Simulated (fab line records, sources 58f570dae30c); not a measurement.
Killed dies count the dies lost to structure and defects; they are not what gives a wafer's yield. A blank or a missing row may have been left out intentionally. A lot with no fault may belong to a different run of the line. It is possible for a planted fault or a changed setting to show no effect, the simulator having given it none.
One fault through the eyes of 2 desks || flow berkeley_cmos170 || every desk sees just its own numbers, and what lay behind them comes last

== FROM THE METROLOGY DESK ==
What the gauges read, lot by lot, whatever tool the lot ran on: means of the sampled wafers that have a number. Any lot whose mean is over 4 standard deviations away from the usual mean is out of limits and marked OUT; that distance is given in the brackets.
Columns: A = PWELL_OXIDE_THK at UCB170_PWELL_THK_MEAS_03, usual 26.5 nm; B = PLDD_RS at UCB170_SDANNEAL_RS_MEAS_04, usual 1032 ohm/sq; C = NLDD_RS at UCB170_SDANNEAL_RS_MEAS_05, usual 616.4 ohm/sq; D = M1_AL_THK at UCB170_M1_THK_MEAS_02, usual 595 nm
{"lot": "L190", "first seen here": "day 3 02:20", "A": 26.1, "B": 1031, "C": 617.5, "D": 601}
{"lot": "L192", "first seen here": "day 3 12:41", "A": 26.6, "B": 1035, "C": 618.9, "D": 600}
{"lot": "L191", "first seen here": "day 3 12:41", "A": 25.9, "B": 1029, "C": 614.9, "D": 585}
{"lot": "L193", "first seen here": "day 4 00:29", "A": 26.3, "B": 1038, "C": 618.6, "D": 606}
{"lot": "L194", "first seen here": "day 4 03:21", "A": 26.2, "B": 1033, "C": 615.7, "D": 588}
{"lot": "L196", "first seen here": "day 4 06:02", "A": 25.5, "B": 1034, "C": 617.5, "D": 589}
{"lot": "L195", "first seen here": "day 4 06:02", "A": 26.4, "B": 1036, "C": 617.8, "D": 594}
{"lot": "L197", "first seen here": "day 4 14:35", "A": 27.2, "B": 1033, "C": 615.5, "D": 604}
{"lot": "L198", "first seen here": "day 4 14:36", "A": 27.4, "B": 1026, "C": 616.1, "D": 593}
{"lot": "L199", "first seen here": "day 5 00:32", "A": 26.9, "B": 1032, "C": 613.2, "D": 599}
{"lot": "L201", "first seen here": "day 5 08:34", "A": 26.7, "B": 1034, "C": 616.5, "D": 590}
{"lot": "L209", "first seen here": "day 7 04:28", "A": 26.6, "B": 1030, "C": 616.0, "D": 601}
{"lot": "L211", "first seen here": "day 7 12:16", "A": 26.7, "B": "903 (-42) OUT", "C": "598.8 (-10) OUT", "D": 591}
{"lot": "L210", "first seen here": "day 7 12:20", "A": 27.2, "B": "902 (-42) OUT", "C": "599.4 (-10) OUT", "D": 602}
Per this desk, out of limits: L210, L211; the first was L211, day 11 21:19 (PLDD_RS at UCB170_SDANNEAL_RS_MEAS_04). Within limits: L190, L192, L191, L193, L194, L196, L195, L197, L198, L199, L201, L209.

== AT THE TOOL OWNER'S DESK: furnace-01 ==
The tool's own readings at UCB170_SPACER_ANNEAL_02 (time 1800 s): means of the sampled wafers that have a number, for each lot that ran on this tool. Any lot whose mean is over 4 standard deviations away from the usual mean is out of limits and marked OUT; that distance is given in the brackets.
Columns: A = spike_tc_centre_C at UCB170_SPACER_ANNEAL_02, usual 901.8 C; B = spike_tc_load_C at UCB170_SPACER_ANNEAL_02, usual 925.4 C; C = spike_tc_source_C at UCB170_SPACER_ANNEAL_02, usual 921.7 C; D = tube_center_temp_C at UCB170_SPACER_ANNEAL_02, usual 900 C; E = tube_center_temp_C_max at UCB170_SPACER_ANNEAL_02, usual 902.3; F = zone_power_centre_pct at UCB170_SPACER_ANNEAL_02, usual 43.9 %
{"lot": "L190", "first seen here": "day 7 01:37", "A": 902.4, "B": 926.6, "C": 921.0, "D": 900, "E": 902.2, "F": 44.6}
{"lot": "L191", "first seen here": "day 7 11:14", "A": 901.3, "B": 926.4, "C": 922.4, "D": 900, "E": 902.7, "F": 45.3}
{"lot": "L192", "first seen here": "day 7 11:14", "A": 900.9, "B": 925.1, "C": 920.9, "D": 900, "E": 902.4, "F": 44.8}
{"lot": "L193", "first seen here": "day 7 11:14", "A": 902.0, "B": 925.4, "C": 921.2, "D": 900, "E": 902.1, "F": 44.5}
{"lot": "L194", "first seen here": "day 7 19:50", "A": 902.6, "B": 925.5, "C": 922.0, "D": 900, "E": 902.4, "F": 45.0}
{"lot": "L195", "first seen here": "day 7 19:50", "A": 901.2, "B": 925.6, "C": 921.1, "D": 900, "E": 902.2, "F": 44.7}
{"lot": "L196", "first seen here": "day 7 19:50", "A": 902.9, "B": 925.1, "C": 921.4, "D": 900, "E": 902.6, "F": 45.1}
{"lot": "L197", "first seen here": "day 8 13:59", "A": 901.6, "B": 926.4, "C": 922.2, "D": 900, "E": 902.4, "F": 45.0}
{"lot": "L198", "first seen here": "day 8 13:59", "A": 902.5, "B": 926.1, "C": 921.2, "D": 900, "E": 902.3, "F": 44.6}
{"lot": "L199", "first seen here": "day 9 09:01", "A": 902.0, "B": 925.8, "C": 922.2, "D": 900, "E": 902.0, "F": 45.0}
{"lot": "L201", "first seen here": "day 9 09:01", "A": 901.2, "B": 926.0, "C": 921.5, "D": 900, "E": 902.2, "F": 44.7}
{"lot": "L210", "first seen here": "day 11 13:53", "A": "951.2 (+49) OUT", "B": "977.2 (+35) OUT", "C": "972.4 (+21) OUT", "D": "950 (+99 or more) OUT", "E": "952.2 (+99 or more) OUT", "F": 47.8}
{"lot": "L211", "first seen here": "day 11 13:53", "A": "951.1 (+49) OUT", "B": "975.5 (+33) OUT", "C": "973.0 (+21) OUT", "D": "950 (+99 or more) OUT", "E": "952.2 (+99 or more) OUT", "F": 47.8}
This desk's verdict: out of limits on L210, L211, starting with L210 at day 11 13:53 (spike_tc_centre_C at UCB170_SPACER_ANNEAL_02). Within limits: L190, L191, L192, L193, L194, L195, L196, L197, L198, L199, L201.

== TAKEN TOGETHER ==
The tool owner's desk could have raised an alarm at day 11 13:53, on L210, L211.
On L210, L211, the metrology desk was in a position to raise an alarm at day 11 21:19.
The lots listed all ran UCB170_SPACER_ANNEAL_02 on furnace-01.

== WHAT THE SIMULATOR HAD INSERTED ==
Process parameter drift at UCB170_SPACER_ANNEAL_02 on furnace-01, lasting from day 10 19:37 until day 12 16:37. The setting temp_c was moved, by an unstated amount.
Struck lots among those shown: L210, L211.
Hours from the fault's start to each desk's first reading out of limits: the tool owner's desk, 18; the metrology desk, 26.
